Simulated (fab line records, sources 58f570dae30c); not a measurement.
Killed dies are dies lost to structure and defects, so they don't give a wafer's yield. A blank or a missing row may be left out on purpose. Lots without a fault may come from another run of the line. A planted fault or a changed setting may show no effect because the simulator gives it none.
Problem report in the 8D (eight disciplines) form, filled by code | flow berkeley_cmos170 | the parts of the form that need people (team, actions taken, sign-off) are left out

1. THE PROBLEM
tilt_deg at UCB170_PVT_IMPLANT_07 reads a mean of 4.780 degrees on 6 wafers of 2 lots; wafers without a fault read 7.001 degrees with a standard deviation of 0.02. That is -99 or more standard deviations from the usual mean.
First seen on wafer L709.1, day 9 05:51, on implanter-03. The record holds 42 wafers of 14 lots with a number at this step. Rule for "out", or "out of limits": more than 4 standard deviations from the usual mean. The other wafers with a number count as sound.

2. WHAT IT IS AND WHAT IT IS NOT
question                    | is                     | is not
which readings at this step | tilt_deg               | -
which lots                  | L709, L712             | L693, L694, L696, L697, L698, L699, L703, L704, L705, L706, L711, L714
which wafers of those lots  | all that have a number | -
read on which tools         | implanter-03           | implanter-01, implanter-02
when                        | from day 9 05:51       | up to then (27 sound wafers); but 9 sound wafers of L706, L711, L714 came after

3. SUSPECTS, AND WHAT RULES EACH OUT
Counting: a tool at a process step up to the reading stays a suspect if it ran every lot that is out and no sound lot after the first of them.
- implanter-03 at UCB170_PVT_IMPLANT_07: kept. It ran every lot that is out, first L709 (day 9 05:51), and no sound lot after that; its last sound lot up to then is L703 (day 8 08:33). Its own readings are out on those wafers: tilt_deg.
Left after counting: implanter-03 at UCB170_PVT_IMPLANT_07.

4. THE CAUSE (what the simulator had put in)
Process parameter drift: implanter-03, from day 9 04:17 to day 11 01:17, at UCB170_PVT_IMPLANT_07. Setting tilt_deg, moved by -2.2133, from 7. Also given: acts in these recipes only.
Counting left only this tool.

5. THE CHAIN OF EFFECTS, in route order
Each row: a reading whose mean over the struck wafers that have a number lies more than 3 standard deviations from the usual. Only readings for which the record gives a usual standard deviation are gone through. hours: the time from each lot's start at the first step in this table that gives one to its start at this step, as a median over the lots. sigmas: the change in usual standard deviations.
hours | step                  | reading  | usual         | on struck wafers | change | sigmas
0     | UCB170_PVT_IMPLANT_07 | tilt_deg | 7.001 degrees | 4.780            | -2.221 | -99 or more
The process steps in it:
- UCB170_PVT_IMPLANT_07

6. WHAT WOULD HAVE CAUGHT IT SOONER
In this record the first reading out of limits was taken at day 9 05:51, 2 hours after the fault began at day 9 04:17.
